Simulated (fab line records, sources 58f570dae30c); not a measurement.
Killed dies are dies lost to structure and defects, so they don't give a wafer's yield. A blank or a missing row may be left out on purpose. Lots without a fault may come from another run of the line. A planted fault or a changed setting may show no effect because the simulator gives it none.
Which tool did it? | flow berkeley_cmos170 | 15 lots, 45 wafers sampled, at 3 steps of a route of 331

WHAT THE GAUGES READ, wafer by wafer
UCB170_NLDD_TW_MEAS_11. Usual: NLDD_TW 2206, standard deviation 11.
lot  | measured     | on            | NLDD_TW        | flag
L563 | day 7 08:33  | film_metro-04 | 2223 2230 2230 |
L566 | day 7 13:52  | film_metro-02 | 2200 2208 2201 |
L569 | day 8 08:23  | film_metro-03 | 2202 2207 2211 |
L567 | day 8 09:05  | film_metro-02 | 2194 2185 2202 |
L568 | day 8 09:36  | film_metro-03 | 2032 2047 2038 | OFF
L570 | day 8 20:20  | film_metro-02 | 2195 2195 2199 |
L574 | day 8 22:56  | film_metro-04 | 2225 2233 2241 |
L573 | day 8 23:13  | film_metro-02 | 2019 2036 2027 | OFF
L572 | day 9 00:31  | film_metro-03 | 2019 2024 2033 | OFF
L577 | day 10 05:34 | film_metro-02 | 2206 2202 2197 |
L579 | day 10 19:07 | film_metro-04 | 2215 2220 2213 |
L580 | day 10 19:53 | film_metro-02 | 2197 2201 2207 |
L582 | day 11 10:02 | film_metro-03 | 2206 2223 2211 |
L583 | day 11 10:19 | film_metro-02 | 2203 2199 2200 |
L586 | day 12 13:10 | film_metro-03 | 2217 2201 2211 |

UCB170_SDANNEAL_RS_MEAS_05: measures by four-point-probe. Usual: NLDD_RS 616.9 ohm/sq, standard deviation 1.5.
lot  | measured     | on            | NLDD_RS (ohm/sq)  | flag
L563 | day 7 19:22  | film_metro-02 | 616.5 618.1 617.5 |
L566 | day 8 00:45  | film_metro-04 | 617.3 617.8 617.4 |
L569 | day 8 23:17  | film_metro-03 | 615.9 616.6 616.7 |
L567 | day 8 23:53  | film_metro-02 | 617.7 616.7 616.1 |
L568 | day 9 00:20  | film_metro-02 | 751.0 754.2 755.6 | OFF
L570 | day 9 10:31  | film_metro-03 | 618.0 617.8 618.5 |
L574 | day 9 10:50  | film_metro-04 | 615.2 615.3 615.7 |
L573 | day 9 11:07  | film_metro-02 | 754.2 749.7 751.5 | OFF
L572 | day 9 11:23  | film_metro-04 | 749.7 747.0 747.3 | OFF
L577 | day 10 17:32 | film_metro-02 | 619.5 617.7 619.1 |
L579 | day 11 07:27 | film_metro-03 | 616.9 615.0 616.5 |
L580 | day 11 07:37 | film_metro-04 | 616.0 614.5 615.0 |
L582 | day 11 21:51 | film_metro-04 | 615.4 615.7 615.6 |
L583 | day 11 22:17 | film_metro-02 | 614.9 615.8 616.1 |
L586 | day 13 00:33 | film_metro-03 | 618.9 619.2 617.7 |

WHICH TOOL RAN EACH LOT (tool, then ch and the chambers of the sampled wafers, then the start)
lot  | UCB170_NLDD_IMPLANT_09
L563 | implanter-04 ch 0, day 7 08:19
L566 | implanter-03 ch 0, day 7 13:38
L569 | implanter-03 ch 0, day 8 08:10
L567 | implanter-01 ch 0, day 8 08:52
L568 | implanter-03 ch 0, day 8 09:21
L570 | implanter-04 ch 0, day 8 20:05
L574 | implanter-01 ch 0, day 8 22:43
L573 | implanter-03 ch 0, day 8 22:59
L572 | implanter-03 ch 0, day 9 00:16
L577 | implanter-04 ch 0, day 10 05:19
L579 | implanter-04 ch 0, day 10 18:52
L580 | implanter-01 ch 0, day 10 19:38
L582 | implanter-03 ch 0, day 11 09:48
L583 | implanter-04 ch 0, day 11 10:06
L586 | implanter-03 ch 0, day 12 12:55
- UCB170_NLDD_IMPLANT_09

WHAT THE TOOLS THEMSELVES READ (means of the sampled wafers that have a number; where no wafer has one, the mark that the record gives instead)
UCB170_NLDD_IMPLANT_09. Usual: dose_ions_cm2 5e+13, standard deviation 5.4e+10; faraday_current_uA 158.7, standard deviation 2.8.
lot  | tool         | dose_ions_cm2 | faraday_current_uA | flag
L563 | implanter-04 | 5e+13         | 157.1              |
L566 | implanter-03 | 5e+13         | 162.0              |
L569 | implanter-03 | 5e+13         | 159.7              |
L567 | implanter-01 | 5e+13         | 158.8              |
L568 | implanter-03 | 2e+13         | 77.8               | OFF
L570 | implanter-04 | 5e+13         | 161.1              |
L574 | implanter-01 | 5e+13         | 160.3              |
L573 | implanter-03 | 2e+13         | 77.0               | OFF
L572 | implanter-03 | 2e+13         | 77.4               | OFF
L577 | implanter-04 | 5e+13         | 159.8              |
L579 | implanter-04 | 5e+13         | 158.9              |
L580 | implanter-01 | 5e+13         | 159.7              |
L582 | implanter-03 | 5e+13         | 159.9              |
L583 | implanter-04 | 5e+13         | 159.6              |
L586 | implanter-03 | 5e+13         | 156.2              |

THE ANSWER, worked out from the rows above alone
Rule: a lot is off if the mean of its wafers that have a number lies more than 3 standard deviations from the usual mean. A lot without any number at a reading at which 4 lots or more have one is off too. The other lots that the step has rows for count as sound. The gauges are gone through in route order, then the tools' own readings, and for those a lot's mean is taken as printed above. The first step at which some lot is off is used, and at that step the reading that is off furthest; a lot without a number counts as furthest.
Off: L568, L573, L572, at UCB170_NLDD_TW_MEAS_11 (NLDD_TW).
A tool fits if, at a process step before that reading, it ran every lot that is off, and no sound lot after the first of them. The gauges at UCB170_NLDD_TW_MEAS_11 aren't tried: what is off there is off at UCB170_NLDD_IMPLANT_09 too, on other tools, and a gauge's error can't cause that. None of those tried fits.

WHAT THE SIMULATOR HAD PUT IN
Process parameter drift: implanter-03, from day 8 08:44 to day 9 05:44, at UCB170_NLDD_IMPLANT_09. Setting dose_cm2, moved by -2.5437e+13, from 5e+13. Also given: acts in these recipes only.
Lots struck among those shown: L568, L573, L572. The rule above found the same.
